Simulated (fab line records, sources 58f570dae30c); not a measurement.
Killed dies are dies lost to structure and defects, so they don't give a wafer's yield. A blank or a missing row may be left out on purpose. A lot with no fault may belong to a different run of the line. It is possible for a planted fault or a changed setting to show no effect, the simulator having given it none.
Lot-split experiment / flow berkeley-cmos170 / on a route of 331 steps: 5 lots, 23 wafers read

THE SPLIT
At UCB170_SILICIDE_SPUTTER_01 (material Ti, target thk 30 nm, time 25 s), the setting time-s was moved away from the recipe's 25 s on 8 of the 23 wafers read, by +8.4% to +11.0%. The other wafers ran this setting at the recipe's value.

FROM SPLIT TO READING: 1 step shown by the file between the two
- UCB170_SILICIDE_RS_MEAS_02: measures by four-point-probe

THE READING
SILICIDE_TI_THK, in nm, at UCB170_SILICIDE_THK_MEAS_03 (measures by xrf). A value of 30.5 nm with a standard deviation of 0.37 nm is what fault-free wafers of this fab line usually give.

wafer=L074.1; tool, chamber at the split=pvd-sputter-02, -; time-s as run, s=27.75; against the recipe=+11.0%; SILICIDE_TI_THK, nm=33.9; against lot-mates on the recipe=+3.0
wafer=L074.3; tool, chamber at the split=pvd-sputter-02, -; time-s as run, s=25; against the recipe=recipe; SILICIDE_TI_THK, nm=30.7; against lot-mates on the recipe=-
wafer=L074.4; tool, chamber at the split=pvd-sputter-02, -; time-s as run, s=25; against the recipe=recipe; SILICIDE_TI_THK, nm=31.0; against lot-mates on the recipe=-
wafer=L074.5; tool, chamber at the split=pvd-sputter-02, -; time-s as run, s=27.75; against the recipe=+11.0%; SILICIDE_TI_THK, nm=33.9; against lot-mates on the recipe=+3.0
wafer=L074.6; tool, chamber at the split=pvd-sputter-02, -; time-s as run, s=27.75; against the recipe=+11.0%; SILICIDE_TI_THK, nm=34.2; against lot-mates on the recipe=+3.4
wafer=L076.2; tool, chamber at the split=pvd-sputter-03, -; time-s as run, s=27.19; against the recipe=+8.8%; SILICIDE_TI_THK, nm=33.9; against lot-mates on the recipe=+2.5
wafer=L076.3; tool, chamber at the split=pvd-sputter-03, -; time-s as run, s=27.19; against the recipe=+8.8%; SILICIDE_TI_THK, nm=33.9; against lot-mates on the recipe=+2.5
wafer=L076.4; tool, chamber at the split=pvd-sputter-03, -; time-s as run, s=25; against the recipe=recipe; SILICIDE_TI_THK, nm=31.6; against lot-mates on the recipe=-
wafer=L076.5; tool, chamber at the split=pvd-sputter-03, -; time-s as run, s=25; against the recipe=recipe; SILICIDE_TI_THK, nm=31.1; against lot-mates on the recipe=-
wafer=L076.6; tool, chamber at the split=pvd-sputter-03, -; time-s as run, s=27.19; against the recipe=+8.8%; SILICIDE_TI_THK, nm=33.8; against lot-mates on the recipe=+2.4
wafer=L075.1; tool, chamber at the split=pvd-sputter-02, -; time-s as run, s=25; against the recipe=recipe; SILICIDE_TI_THK, nm=30.5; against lot-mates on the recipe=-
wafer=L075.3; tool, chamber at the split=pvd-sputter-02, -; time-s as run, s=27.1; against the recipe=+8.4%; SILICIDE_TI_THK, nm=32.8; against lot-mates on the recipe=+2.0
wafer=L075.4; tool, chamber at the split=pvd-sputter-02, -; time-s as run, s=27.1; against the recipe=+8.4%; SILICIDE_TI_THK, nm=32.9; against lot-mates on the recipe=+2.1
wafer=L075.5; tool, chamber at the split=pvd-sputter-02, -; time-s as run, s=25; against the recipe=recipe; SILICIDE_TI_THK, nm=30.9; against lot-mates on the recipe=-
wafer=L075.6; tool, chamber at the split=pvd-sputter-02, -; time-s as run, s=25; against the recipe=recipe; SILICIDE_TI_THK, nm=31.0; against lot-mates on the recipe=-
wafer=L081.2; tool, chamber at the split=pvd-sputter-03, -; time-s as run, s=25; against the recipe=recipe; SILICIDE_TI_THK, nm=30.4; against lot-mates on the recipe=-
wafer=L081.3; tool, chamber at the split=pvd-sputter-03, -; time-s as run, s=25; against the recipe=recipe; SILICIDE_TI_THK, nm=30.3; against lot-mates on the recipe=-
wafer=L081.4; tool, chamber at the split=pvd-sputter-03, -; time-s as run, s=25; against the recipe=recipe; SILICIDE_TI_THK, nm=29.9; against lot-mates on the recipe=-
wafer=L085.1; tool, chamber at the split=pvd-sputter-02, -; time-s as run, s=25; against the recipe=recipe; SILICIDE_TI_THK, nm=30.6; against lot-mates on the recipe=-
wafer=L085.2; tool, chamber at the split=pvd-sputter-02, -; time-s as run, s=25; against the recipe=recipe; SILICIDE_TI_THK, nm=30.6; against lot-mates on the recipe=-
wafer=L085.3; tool, chamber at the split=pvd-sputter-02, -; time-s as run, s=25; against the recipe=recipe; SILICIDE_TI_THK, nm=30.5; against lot-mates on the recipe=-
wafer=L085.4; tool, chamber at the split=pvd-sputter-02, -; time-s as run, s=25; against the recipe=recipe; SILICIDE_TI_THK, nm=30.8; against lot-mates on the recipe=-
wafer=L085.6; tool, chamber at the split=pvd-sputter-02, -; time-s as run, s=25; against the recipe=recipe; SILICIDE_TI_THK, nm=30.5; against lot-mates on the recipe=-

FIT RESULTS
A straight line over all 23 wafers: SILICIDE_TI_THK changes by +0.311 nm for each +1% of time-s; r = +0.97; the points scatter about the line by 0.4 nm.
The same after taking each lot's own level away (the mean of its wafers on the recipe; 23 wafers): +0.279 nm for each +1%; r = +0.99; scatter 0.19 nm.
Per that fit: largest time-s move, reading shift of 3.1 nm.
From 30.20 to 31.35 nm: that is the span of the lots' own levels, equal to 3.1 times the standard deviation above.
Hence the slope depends on the lot-to-lot level, as the two fits are not the same.
Check: for one of the wafers moved furthest among these (+11.0%), held out of the fit, the line's prediction against its lot-mates is +3.07 nm. Against them it came out at +3.05 nm.

OTHER SPLITS APPLIED TO THESE WAFERS
These wafers also went through other splits before the reading. Each is held against what the fit with the lots' levels taken away leaves over:
other split on the same wafers=UCB170_PLDD_IMPLANT_08 energy-kev; wafers away from the commonest value=12; r with SILICIDE_TI_THK (lot level and that fit taken away)=+0.06
other split on the same wafers=UCB170_NLDD_IMPLANT_09 dose-cm2; wafers away from the commonest value=8; r with SILICIDE_TI_THK (lot level and that fit taken away)=-0.04
other split on the same wafers=UCB170_SPACER_ANNEAL_02 temp-c; wafers away from the commonest value=10; r with SILICIDE_TI_THK (lot level and that fit taken away)=-0.05
other split on the same wafers=UCB170_PSD_IMPLANT_08 energy-kev; wafers away from the commonest value=9; r with SILICIDE_TI_THK (lot level and that fit taken away)=-0.23
other split on the same wafers=UCB170_BACKSIDE_COAT_01 spin-rpm; wafers away from the commonest value=4; r with SILICIDE_TI_THK (lot level and that fit taken away)=+0.11

THE WHOLE CHAIN: every reading that the file lists as answering this split, in the file's order
step=UCB170_SILICIDE_SPUTTER_01; what it does=material Ti, target thk 30 nm, time 25 s; reading=Ti_of_SILICIDE_SPUTTER_01.thk-nm (the simulator's own value, which no gauge read); change (the file's fit)=+0.277 nm for each +1% of the setting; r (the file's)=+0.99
step=UCB170_SILICIDE_RS_MEAS_02; what it does=measures by four-point-probe; reading=SILICIDE_TI_RS; change (the file's fit)=-0.248 for each +1% of the setting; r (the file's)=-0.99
step=UCB170_SILICIDE_THK_MEAS_03; what it does=measures by xrf; reading=SILICIDE_TI_THK; change (the file's fit)=+0.277 for each +1% of the setting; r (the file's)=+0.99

FILE'S OWN FIT
SILICIDE_TI_THK changes by +0.277 nm for each +1% of time-s, r = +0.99.
